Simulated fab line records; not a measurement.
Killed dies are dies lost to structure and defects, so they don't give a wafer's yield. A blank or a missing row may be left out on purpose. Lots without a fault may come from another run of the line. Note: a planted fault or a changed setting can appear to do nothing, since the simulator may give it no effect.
Tool commonality check :: flow berkeley_cmos170 :: Lots sampled 15, wafers sampled 54

REASON IT WAS OPENED
3 of 15 lots carry a flag on the reading PWELL_TW at UCB170_PWELL_TW_MEAS_17. Wafers without a fault read 379.7, standard deviation 1.6.
Rule: a lot is flagged when every wafer of it that has a number lies more than 4 standard deviations from that mean, or none has a number. As for the other lots, they are considered sound.

lot: L177
measured: day 4 00:59
on: film_metro-04
PWELL_TW, wafer by wafer: 380.0 378.5 379.3
flag: 

lot: L178
measured: day 4 01:07
on: film_metro-03
PWELL_TW, wafer by wafer: 381.1 377.2 378.7
flag: 

lot: L179
measured: day 4 13:37
on: film_metro-04
PWELL_TW, wafer by wafer: 380.8 380.4 377.3
flag: 

lot: L181
measured: day 4 23:06
on: film_metro-01
PWELL_TW, wafer by wafer: 378.7 377.5 382.0
flag: 

lot: L182
measured: day 4 23:14
on: film_metro-01
PWELL_TW, wafer by wafer: 380.5 382.6 380.8
flag: 

lot: L180
measured: day 4 23:35
on: film_metro-03
PWELL_TW, wafer by wafer: 378.6 380.4 378.4
flag: 

lot: L186
measured: day 6 03:39
on: film_metro-04
PWELL_TW, wafer by wafer: 424.0 425.4 427.6 428.0 426.0 428.2
flag: FLAGGED

lot: L188
measured: day 6 04:13
on: film_metro-03
PWELL_TW, wafer by wafer: 423.1 424.9 423.6 423.1 426.2 423.1
flag: FLAGGED

lot: L191
measured: day 6 22:41
on: film_metro-04
PWELL_TW, wafer by wafer: 380.7 380.8 378.3
flag: 

lot: L192
measured: day 6 22:56
on: film_metro-01
PWELL_TW, wafer by wafer: 380.9 380.4 381.3
flag: 

lot: L190
measured: day 6 23:10
on: film_metro-04
PWELL_TW, wafer by wafer: 427.7 426.5 426.5 424.2 426.6 427.6
flag: FLAGGED

lot: L193
measured: day 7 06:40
on: film_metro-01
PWELL_TW, wafer by wafer: 381.0 381.4 381.4
flag: 

lot: L194
measured: day 7 18:07
on: film_metro-01
PWELL_TW, wafer by wafer: 380.5 380.0 377.6
flag: 

lot: L196
measured: day 7 19:04
on: film_metro-01
PWELL_TW, wafer by wafer: 380.0 379.0 378.4
flag: 

lot: L197
measured: day 8 04:25
on: film_metro-01
PWELL_TW, wafer by wafer: 381.9 379.5 380.9
flag: 
The numbers of the flagged lots are 425.7 on average: +46.0 against the usual, or +29 standard deviations.

EACH LOT AND THE TOOL IT RAN ON
The record holds 2 process steps before the reading, out of a route of 331 steps. Cell contents, in order: the tool; ch with the chambers the sampled wafers went through; the start.
lot: L177
flag: 
UCB170_NWELL_ETCH_13: rie_diel-03 ch 0,3, day 3 05:46
UCB170_PWELL_IMPLANT_15: implanter-01 ch 0, day 4 00:44

lot: L178
flag: 
UCB170_NWELL_ETCH_13: rie_diel-01 ch 1,2, day 3 05:59
UCB170_PWELL_IMPLANT_15: implanter-04 ch 0, day 4 00:54

lot: L179
flag: 
UCB170_NWELL_ETCH_13: rie_diel-01 ch 2,3, day 3 13:55
UCB170_PWELL_IMPLANT_15: implanter-01 ch 0, day 4 13:22

lot: L181
flag: 
UCB170_NWELL_ETCH_13: rie_diel-04 ch 0,1,3, day 3 22:13
UCB170_PWELL_IMPLANT_15: implanter-01 ch 0, day 4 22:53

lot: L182
flag: 
UCB170_NWELL_ETCH_13: rie_diel-04 ch 0,1,2, day 4 03:55
UCB170_PWELL_IMPLANT_15: implanter-04 ch 0, day 4 22:59

lot: L180
flag: 
UCB170_NWELL_ETCH_13: rie_diel-01 ch 1,3, day 3 22:24
UCB170_PWELL_IMPLANT_15: implanter-03 ch 0, day 4 23:22

lot: L186
flag: FLAGGED
UCB170_NWELL_ETCH_13: rie_diel-03 ch 2,3, day 5 06:31
UCB170_PWELL_IMPLANT_15: implanter-03 ch 0, day 6 03:24

lot: L188
flag: FLAGGED
UCB170_NWELL_ETCH_13: rie_diel-04 ch 0,1,3, day 5 07:42
UCB170_PWELL_IMPLANT_15: implanter-03 ch 0, day 6 03:59

lot: L191
flag: 
UCB170_NWELL_ETCH_13: rie_diel-04 ch 0,3, day 6 01:56
UCB170_PWELL_IMPLANT_15: implanter-04 ch 0, day 6 22:28

lot: L192
flag: 
UCB170_NWELL_ETCH_13: rie_diel-01 ch 0,1,3, day 6 01:24
UCB170_PWELL_IMPLANT_15: implanter-01 ch 0, day 6 22:43

lot: L190
flag: FLAGGED
UCB170_NWELL_ETCH_13: rie_diel-03 ch 2,3, day 6 01:41
UCB170_PWELL_IMPLANT_15: implanter-03 ch 0, day 6 22:56

lot: L193
flag: 
UCB170_NWELL_ETCH_13: rie_diel-03 ch 0,2,3, day 6 11:25
UCB170_PWELL_IMPLANT_15: implanter-01 ch 0, day 7 06:25

lot: L194
flag: 
UCB170_NWELL_ETCH_13: rie_diel-04 ch 0,1, day 6 19:31
UCB170_PWELL_IMPLANT_15: implanter-04 ch 0, day 7 17:52

lot: L196
flag: 
UCB170_NWELL_ETCH_13: rie_diel-01 ch 1,2,3, day 6 19:47
UCB170_PWELL_IMPLANT_15: implanter-01 ch 0, day 7 18:49

lot: L197
flag: 
UCB170_NWELL_ETCH_13: rie_diel-03 ch 0,2, day 7 08:02
UCB170_PWELL_IMPLANT_15: implanter-01 ch 0, day 8 04:12
These steps, and what they do:
- UCB170_NWELL_ETCH_13: etches Si3N4 in CH3F/Ar/O2, stops on SiO2, target depth 246.4 nm, time 154 s.
- UCB170_PWELL_IMPLANT_15
- UCB170_PWELL_TW_MEAS_17

FLAGGED AGAINST TOTAL, ONE TOOL AT A TIME (gauges that did the reading follow at the end)
step: UCB170_NWELL_ETCH_13
tool: rie_diel-01
lots run: 5
flagged: 0
share of the flagged lots: none
sound lots run after its first flagged lot: -

step: UCB170_NWELL_ETCH_13
tool: rie_diel-03
lots run: 5
flagged: 2
share of the flagged lots: some
sound lots run after its first flagged lot: 2 (L193,L197)

step: UCB170_NWELL_ETCH_13
tool: rie_diel-04
lots run: 5
flagged: 1
share of the flagged lots: some
sound lots run after its first flagged lot: 2 (L191,L194)

step: UCB170_PWELL_IMPLANT_15
tool: implanter-01
lots run: 7
flagged: 0
share of the flagged lots: none
sound lots run after its first flagged lot: -

step: UCB170_PWELL_IMPLANT_15
tool: implanter-03
lots run: 4
flagged: 3
share of the flagged lots: all
sound lots run after its first flagged lot: 0

step: UCB170_PWELL_IMPLANT_15
tool: implanter-04
lots run: 4
flagged: 0
share of the flagged lots: none
sound lots run after its first flagged lot: -

step: UCB170_PWELL_TW_MEAS_17
tool: film_metro-01
lots run: 7
flagged: 0
share of the flagged lots: none
sound lots run after its first flagged lot: -

step: UCB170_PWELL_TW_MEAS_17
tool: film_metro-03
lots run: 3
flagged: 1
share of the flagged lots: some
sound lots run after its first flagged lot: 0

step: UCB170_PWELL_TW_MEAS_17
tool: film_metro-04
lots run: 5
flagged: 2
share of the flagged lots: some
sound lots run after its first flagged lot: 1 (L191)

WHAT THE TABLE PERMITS
In the table, 1 row covers all flagged lots: implanter-03 at UCB170_PWELL_IMPLANT_15.
- implanter-03 at UCB170_PWELL_IMPLANT_15: 3 of its 4 lots flagged. It ran its last sound lot, L180, at day 4 23:22 and its first flagged lot, L186, at day 6 03:24: a fault with its onset between the two fits. Its own readings lie more than 4 standard deviations out on every wafer of the flagged lots: dose_ions_cm2, faraday_current_uA.
Just one tool remains: implanter-03 at UCB170_PWELL_IMPLANT_15.

WHAT THE SIMULATOR PUT IN
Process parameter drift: implanter-03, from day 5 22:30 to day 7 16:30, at UCB170_PWELL_IMPLANT_15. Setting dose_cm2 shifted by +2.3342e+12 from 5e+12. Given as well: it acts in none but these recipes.
Struck lots among those shown: L186, L188, L190. The rule above reached the same finding.
